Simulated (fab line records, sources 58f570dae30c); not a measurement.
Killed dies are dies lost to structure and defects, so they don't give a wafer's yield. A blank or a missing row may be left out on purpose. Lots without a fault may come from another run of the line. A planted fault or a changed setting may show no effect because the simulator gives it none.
fab line records | flow berkeley_cmos170
record lots=5 wafers=23
route steps=331 shown PLDD@147 NLDD@162 PSD@179 BACKSIDE@202 M1@245 V1@254 M2@281
start_h: hours from the record's first day to the start of the lot's first wafer shown | wait_h: hours since the lot's step before | " the same as in the row above | L1.1+2: a row that stands for several wafers | - no value, or no start given | * or withheld: withheld | < > ~ a bound
route shown NAME@n: a module of which the file shows steps, and the number in the route of the first | usual: mean/standard deviation of fault-free wafers | same: alike in all rows | chamber/n: place in a boat | sites: the reading at each site | _std_site: their standard deviation | _edge_site: outer sites' mean less inner sites' | radius_mm: how far each site lies from the wafer's centre | mask NAME#n: copy n | behind: the tool/chamber that last shaped the wafer | hold: why the lot was held/for how many hours/how that ended | device: the transistor (n, p or np) that didn't switch | end of line: the same wafers' tests at the end of the route | a step without rows: its recipe alone | killed: dies lost to structure and defects at the first sort, not the wafer's yield | map: a wafer's dies, x killed, . not, _ none there
set.NAME: the setting as run; set.NAME@STEP: as run at that earlier step | model.NAME: the simulator's own value behind a step, which no gauge read
lots whose settings were changed on purpose; a table a step, a row a wafer
## steps
# step UCB170_PLDD_SOFTBAKE_02
# recipe resist=KrF temp_c=130 time_s=60
# columns lot.wafer tool chamber start_h wait_h set.time_s
L075.2+3+6 litho_track-01 0 135.75 0.1 51.22
L075.4+5 " 0 " " 60
L076.1+4+6 litho_track-04 0 143.92 0.1 65.27
L076.2+5 " 0 " " 60
L079.1+4+6 litho_track-04 0 145.09 0.1 60
L081.1+3+5 litho_track-01 0 148.49 0.1 66.98
L081.2+4 " 0 " " 60
L084.1+2 litho_track-03 0 160.02 0.1 60
L084.3+5+6 " 0 " " 54.06
# step UCB170_PLDD_EXPOSE_03
# recipe mask_id=PSELECT na=0.5 sigma_outer=0.6 source_shape=conventional target_cd_nm=1200 dose_mj=30
# step UCB170_PLDD_PEB_04
# recipe peb_temp_c=130 peb_time_s=withheld resist=KrF
# step UCB170_PLDD_IMPLANT_08
# recipe species=BF2 dose_cm2=5e+13 energy_kev=10 tilt_deg=7 rotation_deg=0
# step UCB170_PLDD_IMPLANT_09
# recipe species=BF2 dose_cm2=5e+13 energy_kev=10 tilt_deg=7 rotation_deg=180
# step UCB170_PLDD_STRIP_10
# recipe chemistry=O2 power_w=400 pressure_mtorr=3500 platen_temp_c=withheld o2_flow_sccm=400 overash_fraction=0.5
# usual strip_time_to_endpoint_s=21.60/0.053
# columns lot.wafer tool chamber start_h wait_h set.resist_thk_nm@PLDD_COAT_01 strip_time_to_endpoint_s
L075.2 plasma_asher-02 1 137.33 0.1 940.6 22.53
L075.3 " 1 " " 900 21.60
L075.4 " 0 " " 900 21.58
L075.5 " 0 " " 900 21.65
L075.6 " 1 " " 940.6 22.51
L076.1 plasma_asher-03 0 145.43 0.1 900 21.63
L076.2 " 1 " " 885.1 21.23
L076.4 " 1 " " 885.1 21.25
L076.5 " 1 " " 885.1 21.27
L076.6 " 0 " " 900 21.62
L079.1 plasma_asher-03 1 146.09 0.1 900 21.62
L079.4 " 0 " " 900 21.66
L079.6 " 1 " " 900 21.59
L081.1 plasma_asher-02 1 150.13 0.1 900 21.63
L081.2 " 0 " " 944.4 22.59
L081.3 " 0 " " 900 21.68
L081.4 " 1 " " 944.4 22.63
L081.5 " 0 " " 944.4 22.62
L084.1 plasma_asher-04 0 161.80 0.1 900 21.62
L084.2 " 1 " " 900 21.71
L084.3 " 1 " " 869.1 20.98
L084.5 " 1 " " 869.1 20.98
L084.6 " 0 " " 900 21.71
# step UCB170_NLDD_PEB_04
# recipe peb_temp_c=130 peb_time_s=withheld resist=KrF
# columns lot.wafer tool chamber start_h wait_h set.peb_temp_c
L075.2+5+6 litho_track-02 0 138.91 0.2 126.3
L075.3+4 " 0 " " 130
L076.1+2+4+5+6 litho_track-01 0 147.19 0.4 130
L079.1+4+6 litho_track-01 0 147.92 0.2 130
L081.1+2+4 litho_track-01 0 151.16 0.1 130
L081.3+5 " 0 " " 131.5
L084.1+6 litho_track-01 0 163.20 0.1 132.2
L084.2+3+5 " 0 " " 130
# step UCB170_NLDD_DEVELOP_05
# recipe developer=TMAH develop_time_s=45 resist=KrF dev_temp_c=21
# step UCB170_NLDD_CD_MEAS_06
# recipe target_cd_nm=1200
# usual cd_nm=1199.9/1.8
# columns lot.wafer tool chamber start_h wait_h set.peb_temp_c@NLDD_PEB_04 cd_nm
L075.2 cd_sem-02 - 139.18 - 126.3 1169.0
L075.3 " - " " 130 1198.4
L075.4 " - " " 130 1198.1
L075.5 " - " " 126.3 1169.8
L075.6 " - " " 126.3 1169.1
L076.1 cd_sem-01 - 147.47 - 130 1201.3
L076.2 " - " " 130 1200.9
L076.4 " - " " 130 1201.2
L076.5 " - " " 130 1202.2
L076.6 " - " " 130 1201.4
L079.1 cd_sem-01 - 148.19 - 130 1200.8
L079.4 " - " " 130 1200.2
L079.6 " - " " 130 1199.2
L081.1 cd_sem-01 - 151.44 - 130 1200.0
L081.2 " - " " 130 1201.5
L081.3 " - " " 131.5 1210.8
L081.4 " - " " 130 1201.3
L081.5 " - " " 131.5 1210.0
L084.1 cd_sem-01 - 163.48 - 132.2 1211.9
L084.2 " - " " 130 1198.6
L084.3 " - " " 130 1196.8
L084.5 " - " " 130 1198.1
L084.6 " - " " 132.2 1211.9
# step UCB170_PSD_PEB_04
# recipe peb_temp_c=130 peb_time_s=withheld resist=KrF
# columns lot.wafer tool chamber start_h wait_h set.peb_temp_c
L075.2+4+6 litho_track-02 0 144.79 0.5 128.5
L075.3+5 " 0 " " 130
L076.1+2+4+5+6 litho_track-04 0 152.80 0.1 130
L079.1+4+6 litho_track-04 0 153.15 0.1 130
L081.1+4+5 litho_track-03 0 157.08 0.3 130
L081.2+3 " 0 " " 126.5
L084.1+5+6 litho_track-02 0 168.79 0.7 127
L084.2+3 " 0 " " 130
# step UCB170_PSD_DEVELOP_05
# recipe developer=TMAH develop_time_s=45 resist=KrF dev_temp_c=21
# step UCB170_PSD_CD_MEAS_06
# recipe target_cd_nm=1200
# usual cd_nm=1199.1/1.1
# columns lot.wafer tool chamber start_h wait_h set.peb_temp_c@PSD_PEB_04 cd_nm
L075.2 cd_sem-02 - 145.06 - 128.5 1187.1
L075.3 " - " " 130 1197.7
L075.4 " - " " 128.5 1186.7
L075.5 " - " " 130 1197.9
L075.6 " - " " 128.5 1186.9
L076.1 cd_sem-01 - 153.07 - 130 1199.5
L076.2 " - " " 130 1198.6
L076.4 " - " " 130 1199.0
L076.5 " - " " 130 1200.3
L076.6 " - " " 130 1199.2
L079.1 cd_sem-01 - 153.43 - 130 1200.1
L079.4 " - " " 130 1199.7
L079.6 " - " " 130 1199.4
L081.1 cd_sem-01 - 157.36 - 130 1200.3
L081.2 " - " " 126.5 1171.9
L081.3 " - " " 126.5 1172.8
L081.4 " - " " 130 1199.0
L081.5 " - " " 130 1199.2
L084.1 cd_sem-02 - 169.08 - 127 1177.4
L084.2 " - " " 130 1199.8
L084.3 " - " " 130 1199.4
L084.5 " - " " 127 1178.2
L084.6 " - " " 127 1178.8
# step UCB170_BACKSIDE_STRIP_03
# recipe chemistry=O2 power_w=400 pressure_mtorr=3500 platen_temp_c=withheld o2_flow_sccm=400 overash_fraction=0.5
# usual oes_product_au=0.735/0.0048 strip_time_to_endpoint_s=21.95/0.061
# columns lot.wafer tool chamber start_h wait_h set.power_w oes_product_au strip_time_to_endpoint_s
L075.2 plasma_asher-04 0 149.13 0.1 443.2 0.781 20.29
L075.3 " 0 " " 443.2 0.766 20.36
L075.4 " 1 " " 400 0.730 21.90
L075.5 " 1 " " 400 0.744 21.96
L075.6 " 0 " " 400 0.737 21.92
L076.1 plasma_asher-04 1 157.00 0.1 400 0.733 21.91
L076.2 " 0 " " 400 0.734 21.91
L076.4 " 1 " " 356.9 0.694 23.88
L076.5 " 0 " " 356.9 0.698 23.89
L076.6 " 1 " " 356.9 0.697 23.85
L079.1 plasma_asher-03 0 157.81 0.1 400 0.732 22.02
L079.4 " 1 " " 400 0.730 22.07
L079.6 " 1 " " 400 0.737 22.09
L081.1 plasma_asher-03 0 160.47 0.1 400 0.735 22.00
L081.2 " 1 " " 400 0.737 21.99
L081.3 " 1 " " 421.4 0.749 21.12
L081.4 " 0 " " 421.4 0.756 21.22
L081.5 " 0 " " 421.4 0.748 21.17
L084.1 plasma_asher-04 0 172.49 0.1 400 0.740 21.93
L084.2 " 1 " " 400 0.736 21.83
L084.3 " 0 " " 400 0.734 21.89
L084.5 " 1 " " 354.6 0.696 23.99
L084.6 " 0 " " 354.6 0.697 24.02
# step UCB170_M1_PEB_07
# recipe peb_temp_c=130 peb_time_s=withheld resist=KrF
# columns lot.wafer tool chamber start_h wait_h set.peb_temp_c
L075.2+3+5 litho_track-03 0 156.56 0.4 130
L075.4+6 " 0 " " 133.9
L076.1+6 litho_track-03 0 165.11 0.7 130
L076.2+4+5 " 0 " " 132.5
L079.1+4+6 litho_track-03 0 166.39 0.5 130
L081.1+3+5 litho_track-04 0 169.28 0.5 132
L081.2+4 " 0 " " 130
L084.1+5 litho_track-04 0 182.00 0.4 128.4
L084.2+3+6 " 0 " " 130
# step UCB170_M1_DEVELOP_08
# recipe developer=TMAH develop_time_s=45 resist=KrF dev_temp_c=21
# step UCB170_M1_CD_MEAS_09
# recipe target_cd_nm=700
# usual cd_nm=700.2/1.5
# columns lot.wafer tool chamber start_h wait_h set.peb_temp_c@M1_PEB_07 cd_nm
L075.2 cd_sem-01 - 156.83 - 130 697.7
L075.3 " - " " 130 696.2
L075.4 " - " " 133.9 675.4
L075.5 " - " " 130 697.6
L075.6 " - " " 133.9 674.7
L076.1 cd_sem-02 - 165.49 - 130 701.2
L076.2 " - " " 132.5 685.4
L076.4 " - " " 132.5 686.0
L076.5 " - " " 132.5 685.5
L076.6 " - " " 130 698.6
L079.1 cd_sem-02 - 166.66 - 130 700.6
L079.4 " - " " 130 699.9
L079.6 " - " " 130 701.5
L081.1 cd_sem-02 - 169.55 - 132 690.1
L081.2 " - " " 130 701.1
L081.3 " - " " 132 690.0
L081.4 " - " " 130 701.9
L081.5 " - " " 132 688.4
L084.1 cd_sem-02 - 182.28 - 128.4 711.4
L084.2 " - " " 130 700.7
L084.3 " - " " 130 699.7
L084.5 " - " " 128.4 712.2
L084.6 " - " " 130 701.1
# step UCB170_M1_ETCH_11
# recipe chemistry=N2/H2 target_depth_a=withheld overetch_a=withheld target=BARC time_s=withheld source_w=500 bias_w=100 pressure_mtorr=30 n2_flow_sccm=100 h2_flow_sccm=200
# columns lot.wafer tool chamber start_h wait_h set.peb_temp_c@M1_PEB_07 model.M1.cd_nm
L075.2 rie_diel-01 0 156.96 0.0 130 697.9
L075.3 " 2 " " 130 695.6
L075.4 " 3 " " 133.9 674.9
L075.5 " 2 " " 130 697
L075.6 " 1 " " 133.9 674
L076.1 rie_diel-04 2 165.65 0.0 130 701.9
L076.2 " 1 " " 132.5 685.5
L076.4 " 2 " " 132.5 686.5
L076.5 " 1 " " 132.5 685.6
L076.6 " 3 " " 130 699.8
L079.1 rie_diel-04 3 166.82 0.0 130 701.3
L079.4 " 1 " " 130 700.1
L079.6 " 3 " " 130 703.1
L081.1 rie_diel-01 1 169.71 0.0 132 688.5
L081.2 " 0 " " 130 700.7
L081.3 " 3 " " 132 689.7
L081.4 " 2 " " 130 701.4
L081.5 " 0 " " 132 689.1
L084.1 rie_diel-02 0 182.43 0.0 128.4 711.6
L084.2 " 3 " " 130 700.2
L084.3 " 2 " " 130 699.2
L084.5 " 1 " " 128.4 712.1
L084.6 " 2 " " 130 700.6
# step UCB170_M1_METAL_ETCH_12
# recipe chemistry=Cl2/BCl3 target=Al stop_on=PSG pressure_mtorr=12 target_depth_a=7800 over_etch_frac=0.3 time_s=130 icp_w=600 bias_w=120 Cl2_flow_sccm=90 bcl3_flow_sccm=45
# columns lot.wafer tool chamber start_h wait_h set.peb_temp_c@M1_PEB_07 model.M1.cd_nm
L075.2 rie_metal-02 1 157.01 - 130 697.8
L075.3 " 0 " " 130 693
L075.4 " 1 " " 133.9 676.3
L075.5 " 0 " " 130 695.5
L075.6 " 1 " " 133.9 674.5
L076.1 rie_metal-03 1 165.69 - 130 701.6
L076.2 " 0 " " 132.5 684
L076.4 " 1 " " 132.5 686.7
L076.5 " 0 " " 132.5 684.9
L076.6 " 1 " " 130 700.6
L079.1 rie_metal-04 0 166.86 - 130 698.6
L079.4 " 1 " " 130 705.1
L079.6 " 1 " " 130 707
L081.1 rie_metal-04 0 169.75 - 132 684.2
L081.2 " 1 " " 130 702.7
L081.3 " 1 " " 132 691.1
L081.4 " 0 " " 130 696.1
L081.5 " 0 " " 132 685.8
L084.1 rie_metal-04 0 182.48 - 128.4 709.1
L084.2 " 1 " " 130 700.6
L084.3 " 0 " " 130 695.9
L084.5 " 1 " " 128.4 713.5
L084.6 " 0 " " 130 696
# step UCB170_M1_STRIP_13
# recipe chemistry=O2 power_w=400 pressure_mtorr=3500 platen_temp_c=withheld o2_flow_sccm=400 overash_fraction=0.5
# step UCB170_M1_CD_MEAS_90
# recipe target_cd_nm=700
# usual cd_nm=700/3.4
# columns lot.wafer tool chamber start_h wait_h set.peb_temp_c@M1_PEB_07 cd_nm
L075.2 cd_sem-02 - 157.26 0.1 130 698
L075.3 " - " " 130 693
L075.4 " - " " 133.9 676
L075.5 " - " " 130 695
L075.6 " - " " 133.9 675
L076.1 cd_sem-02 - 165.92 0.1 130 701
L076.2 " - " " 132.5 684
L076.4 " - " " 132.5 687
L076.5 " - " " 132.5 685
L076.6 " - " " 130 700
L079.1 cd_sem-01 - 167.12 0.1 130 698
L079.4 " - " " 130 705
L079.6 " - " " 130 707
L081.1 cd_sem-02 - 169.99 0.1 132 684
L081.2 " - " " 130 703
L081.3 " - " " 132 691
L081.4 " - " " 130 696
L081.5 " - " " 132 686
L084.1 cd_sem-01 - 182.71 0.1 128.4 709
L084.2 " - " " 130 701
L084.3 " - " " 130 696
L084.5 " - " " 128.4 713
L084.6 " - " " 130 696
# step UCB170_V1_CVD_00
# recipe material=SiO2 target_thk_nm=2000 temp_c=390 precursor=TEOS/O2 time_s=250 rf_w=550 pressure_mtorr=9000
# columns lot.wafer tool chamber start_h wait_h set.time_s model.SiO2_of_V1_CVD_00.thk_nm
L075.2 pecvd-01 2 158.74 0.0 250 1969
L075.3 " 1 " " 216.2 1747
L075.4 " 0 " " 250 2029
L075.5 " 2 " " 216.2 1737
L075.6 " 1 " " 216.2 1763
L076.1 pecvd-02 2 169.17 0.0 250 2046
L076.2 " 0 " " 250 2032
L076.4 " 1 " " 250 2041
L076.5 " 2 " " 250 2038
L076.6 " 0 " " 250 2072
L079.1 pecvd-01 2 169.24 0.1 250 1954
L079.4 " 0 " " 250 1992
L079.6 " 1 " " 250 2005
L081.1 pecvd-04 0 172.26 0.0 214.3 1710
L081.2 " 2 " " 214.3 1676
L081.3 " 1 " " 250 1991
L081.4 " 1 " " 214.3 1737
L081.5 " 0 " " 250 2020
L084.1 pecvd-02 1 186.58 0.0 250 2019
L084.2 " 0 " " 250 2008
L084.3 " 2 " " 250 2035
L084.5 " 0 " " 250 2045
L084.6 " 2 " " 250 2055
# step UCB170_V1_THK_MEAS_01
# recipe reads=SiO2_of_V1_CVD_00
# usual V1_TEOS_THK=2009/29
# columns lot.wafer tool chamber start_h wait_h set.time_s@V1_CVD_00 V1_TEOS_THK[nm]
L075.2 film_metro-02 - 158.90 0.1 250 1969
L075.3 " - " " 216.2 1746
L075.4 " - " " 250 2029
L075.5 " - " " 216.2 1737
L075.6 " - " " 216.2 1763
L076.1 film_metro-02 - 169.32 0.1 250 2047
L076.2 " - " " 250 2032
L076.4 " - " " 250 2040
L076.5 " - " " 250 2040
L076.6 " - " " 250 2072
L079.1 film_metro-01 - 169.39 0.1 250 1954
L079.4 " - " " 250 1992
L079.6 " - " " 250 2007
L081.1 film_metro-02 - 172.41 0.1 214.3 1710
L081.2 " - " " 214.3 1675
L081.3 " - " " 250 1992
L081.4 " - " " 214.3 1736
L081.5 " - " " 250 2020
L084.1 film_metro-04 - 186.74 0.1 250 2019
L084.2 " - " " 250 2007
L084.3 " - " " 250 2035
L084.5 " - " " 250 2046
L084.6 " - " " 250 2054
# step UCB170_V1_PEB_10
# recipe peb_temp_c=130 peb_time_s=withheld resist=KrF
# columns lot.wafer tool chamber start_h wait_h set.peb_temp_c
L075.2+4+5 litho_track-01 0 164.23 0.7 131.8
L075.3+6 " 0 " " 130
L076.1+5+6 litho_track-01 0 171.76 0.3 130
L076.2+4 " 0 " " 131.4
L079.1+4+6 litho_track-02 0 171.90 0.2 130
L081.1+4+5 litho_track-04 0 178.65 0.8 126.9
L081.2+3 " 0 " " 130
L084.1+3+5 litho_track-01 0 189.22 0.2 130
L084.2+6 " 0 " " 127.6
# step UCB170_V1_DEVELOP_11
# recipe developer=TMAH develop_time_s=45 resist=KrF dev_temp_c=21
# step UCB170_V1_CD_MEAS_12
# recipe target_cd_nm=700
# usual cd_nm=699.5/1.4
# columns lot.wafer tool chamber start_h wait_h set.peb_temp_c@V1_PEB_10 cd_nm
L075.2 cd_sem-02 - 164.50 - 131.8 711.4
L075.3 " - " " 130 700.1
L075.4 " - " " 131.8 711.1
L075.5 " - " " 131.8 711.4
L075.6 " - " " 130 700.1
L076.1 cd_sem-01 - 172.04 - 130 698.5
L076.2 " - " " 131.4 707.4
L076.4 " - " " 131.4 707.7
L076.5 " - " " 130 698.2
L076.6 " - " " 130 699.2
L079.1 cd_sem-02 - 172.17 - 130 700.5
L079.4 " - " " 130 701.4
L079.6 " - " " 130 701.6
L081.1 cd_sem-01 - 178.93 - 126.9 677.7
L081.2 " - " " 130 699.5
L081.3 " - " " 130 699.4
L081.4 " - " " 126.9 677.1
L081.5 " - " " 126.9 678.8
L084.1 cd_sem-01 - 189.57 - 130 700.9
L084.2 " - " " 127.6 682.2
L084.3 " - " " 130 699.9
L084.5 " - " " 130 699.4
L084.6 " - " " 127.6 680.9
# step UCB170_V1_ETCH_14
# recipe chemistry=CHF3/CF4/Ar target=SiO2 stop_on=Al CHF3_flow_sccm=45 cf4_flow_sccm=15 Ar_flow_sccm=150 pressure_mtorr=200 rf_w=700 target_depth_a=12500 over_etch_frac=0.25 time_s=291
# columns lot.wafer tool chamber start_h wait_h set.time_s set.peb_temp_c@V1_PEB_10 model.V1.cd_nm
L075.2 rie_diel-02 3 164.64 0.0 291 131.8 710.6
L075.3 " 2 " " 311.3 130 699.4
L075.4 " 0 " " 311.3 131.8 711.1
L075.5 " 0 " " 291 131.8 711.1
L075.6 " 3 " " 291 130 698.5
L076.1 rie_diel-01 1 172.19 0.0 272.1 130 696.4
L076.2 " 2 " " 272.1 131.4 706.6
L076.4 " 3 " " 272.1 131.4 708
L076.5 " 0 " " 291 130 697.3
L076.6 " 3 " " 291 130 699.8
L079.1 rie_diel-02 2 172.33 0.0 291 130 699.3
L079.4 " 0 " " 291 130 700.8
L079.6 " 3 " " 291 130 700.9
L081.1 rie_diel-01 1 179.08 0.0 291 126.9 676.8
L081.2 " 3 " " 291 130 700.7
L081.3 " 2 " " 305 130 699.1
L081.4 " 3 " " 305 126.9 678.6
L081.5 " 2 " " 291 126.9 678.4
L084.1 rie_diel-01 1 189.72 0.0 291 130 698.9
L084.2 " 3 " " 291 127.6 683.1
L084.3 " 2 " " 291 130 700.2
L084.5 " 3 " " 291 130 700.5
L084.6 " 2 " " 291 127.6 680.9
# step UCB170_V1_STRIP_15
# recipe chemistry=O2 power_w=400 pressure_mtorr=3500 platen_temp_c=withheld o2_flow_sccm=400 overash_fraction=0.5
# step UCB170_V1_CD_MEAS_90
# recipe target_cd_nm=700
# usual cd_nm=699.2/1.6
# columns lot.wafer tool chamber start_h wait_h set.peb_temp_c@V1_PEB_10 cd_nm
L075.2 cd_sem-01 - 164.93 0.1 131.8 710.7
L075.3 " - " " 130 699.2
L075.4 " - " " 131.8 711.2
L075.5 " - " " 131.8 711.0
L075.6 " - " " 130 697.9
L076.1 cd_sem-02 - 172.47 0.1 130 696.3
L076.2 " - " " 131.4 706.8
L076.4 " - " " 131.4 708.1
L076.5 " - " " 130 697.0
L076.6 " - " " 130 699.6
L079.1 cd_sem-01 - 172.61 0.1 130 699.6
L079.4 " - " " 130 701.1
L079.6 " - " " 130 700.9
L081.1 cd_sem-02 - 179.36 0.1 126.9 676.8
L081.2 " - " " 130 700.9
L081.3 " - " " 130 698.7
L081.4 " - " " 126.9 678.4
L081.5 " - " " 126.9 678.4
L084.1 cd_sem-01 - 190.00 0.1 130 698.8
L084.2 " - " " 127.6 683.2
L084.3 " - " " 130 700.4
L084.5 " - " " 130 700.5
L084.6 " - " " 127.6 680.8
# step UCB170_M2_COAT_10
# recipe resist=KrF spin_rpm=1500 resist_thk_nm=900
# columns lot.wafer tool chamber start_h wait_h set.spin_rpm model.KrF_of_M2_COAT_10.thk_nm
L075.2 litho_track-01 0 - - 1500 898.3
L075.3 " 0 " " 1500 898.2
L075.4 " 0 " " 1500 896.8
L075.5 " 0 " " 1500 896.3
L075.6 " 0 " " 1500 896.6
L076.1 litho_track-03 0 - - 1500 908.4
L076.2+5 " 0 " " 1500 908.5
L076.4 " 0 " " 1500 909
L076.6 " 0 " " 1500 906.5
L079.1 litho_track-04 0 - - 1500 897.1
L079.4 " 0 " " 1500 895.7
L079.6 " 0 " " 1500 895.2
L081.1 litho_track-01 0 - - 1458 909.2
L081.2 " 0 " " 1458 908.5
L081.3 " 0 " " 1500 897.2
L081.4 " 0 " " 1500 897.5
L081.5 " 0 " " 1500 899.4
L084.1 litho_track-04 0 - - 1557 888
L084.2 " 0 " " 1557 886.8
L084.3 " 0 " " 1500 905.1
L084.5 " 0 " " 1500 904.7
L084.6 " 0 " " 1557 888.8
## key
split step=UCB170_PLDD_SOFTBAKE_02 setting=time_s stated=60 by=wafer
response none clear
split step=UCB170_NLDD_PEB_04 setting=peb_temp_c stated=130 by=wafer
response step=UCB170_NLDD_CD_MEAS_06 reading=cd_nm change=+9.53 per=1% r=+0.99
split step=UCB170_PSD_PEB_04 setting=peb_temp_c stated=130 by=wafer
response step=UCB170_PSD_CD_MEAS_06 reading=cd_nm change=+9.71 per=1% r=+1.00
split step=UCB170_BACKSIDE_STRIP_03 setting=power_w stated=400 by=wafer
response step=UCB170_BACKSIDE_STRIP_03 reading=oes_product_au change=+0.00342 per=1% r=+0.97
response step=UCB170_BACKSIDE_STRIP_03 reading=strip_time_to_endpoint_s change=* per=1% r=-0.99
split step=UCB170_M1_PEB_07 setting=peb_temp_c stated=130 by=wafer
response step=UCB170_M1_CD_MEAS_09 reading=cd_nm change=-7.61 per=1% r=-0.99
response step=UCB170_M1_ETCH_11 reading=model.M1.cd_nm change=-7.78 per=1% r=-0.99
response step=UCB170_M1_METAL_ETCH_12 reading=model.M1.cd_nm change=-7.64 per=1% r=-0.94
response step=UCB170_M1_CD_MEAS_90 reading=cd_nm change=-7.61 per=1% r=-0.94
split step=UCB170_V1_CVD_00 setting=time_s stated=250 by=wafer
response step=UCB170_V1_CVD_00 reading=model.SiO2_of_V1_CVD_00.thk_nm change=+19.7 per=1% r=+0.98
response step=UCB170_V1_THK_MEAS_01 reading=V1_TEOS_THK change=+19.8 per=1% r=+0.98
split step=UCB170_V1_PEB_10 setting=peb_temp_c stated=130 by=wafer
response step=UCB170_V1_CD_MEAS_12 reading=cd_nm change=+9.08 per=1% r=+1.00
response step=UCB170_V1_ETCH_14 reading=model.V1.cd_nm change=+9.21 per=1% r=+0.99
response step=UCB170_V1_CD_MEAS_90 reading=cd_nm change=+9.3 per=1% r=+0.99
split step=UCB170_V1_ETCH_14 setting=time_s stated=291 by=wafer
response none clear
split step=UCB170_M2_COAT_10 setting=spin_rpm stated=1500 by=wafer
response step=UCB170_M2_COAT_10 reading=model.KrF_of_M2_COAT_10.thk_nm change=-4.27 per=1% r=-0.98
split outside_this_file step=UCB170_PLDD_COAT_01 setting=resist_thk_nm
# split outside_this_file: this setting was split too, and the file shows its column; the key of that split is in another file
